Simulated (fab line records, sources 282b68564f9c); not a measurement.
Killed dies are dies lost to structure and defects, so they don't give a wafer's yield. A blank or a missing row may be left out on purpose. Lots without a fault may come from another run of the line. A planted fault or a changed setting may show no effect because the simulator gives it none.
One fault seen from 2 desks | flow rit_cmos | each desk has only its own numbers; what lay behind them comes last

THE TOOL OWNER'S DESK: rie_metal-03
The tool's own readings at RIT_M1_METAL_ETCH_12 (etches Al in Cl2/BCl3, stops on SiO2, time 165 s, target depth 600 nm): means of the sampled wafers that have a number, for each lot that ran on this tool. A lot is out of limits, marked OUT, if its mean lies more than 4 standard deviations from the usual mean; the brackets give that distance.
Columns: A = drypump_motor_current_A at RIT_M1_METAL_ETCH_12, usual 5.7 A; B = oes_product_au at RIT_M1_METAL_ETCH_12, usual 0.780 a.u.; C = throttle_valve_pct at RIT_M1_METAL_ETCH_12, usual 8.19 %
lot  | first seen here | A   | B     | C
L997 | day 3 08:01     | 5.6 | 0.801 | 8.12
L100 | day 3 23:05     | 5.3 | 0.789 | 8.09
L115 | day 7 01:29     | 5.1 | 0.837 | 8.06
This desk's finding: nothing out of limits on any of the 3 lots.

THE METROLOGY DESK
What the gauges read, lot by lot, whatever tool the lot ran on: means of the sampled wafers that have a number. A lot is out of limits, marked OUT, if its mean lies more than 4 standard deviations from the usual mean; the brackets give that distance.
Columns: A = M1_AL_RS at RIT_M1_RS_MEAS_01, usual 0.0734 ohm/sq; B = M1_AL_THK at RIT_M1_THK_MEAS_02, usual 397 nm; C = cd_nm at RIT_M1_CD_MEAS_09, usual 2599.9 nm; D = M1_OVL at RIT_M1_OVL_MEAS_10, usual 0.9 nm
lot  | first seen here | A      | B   | C      | D
L997 | day 3 06:23     | 0.0730 | 399 | 2600.6 | -0.1
L100 | day 3 21:32     | 0.0734 | 397 | 2595.7 | 0.3
L102 | day 4 06:26     | 0.0739 | 392 | 2597.6 | 1.6
L111 | day 6 03:24     | 0.0741 | 392 | 2595.0 | 2.0
L115 | day 7 00:02     | 0.0720 | 403 | 2600.8 | 0.7
This desk's finding: nothing out of limits on any of the 5 lots.

PUT TOGETHER
The tool owner's desk saw nothing out of limits.
The metrology desk saw nothing out of limits.

WHAT THE SIMULATOR HAD PUT IN
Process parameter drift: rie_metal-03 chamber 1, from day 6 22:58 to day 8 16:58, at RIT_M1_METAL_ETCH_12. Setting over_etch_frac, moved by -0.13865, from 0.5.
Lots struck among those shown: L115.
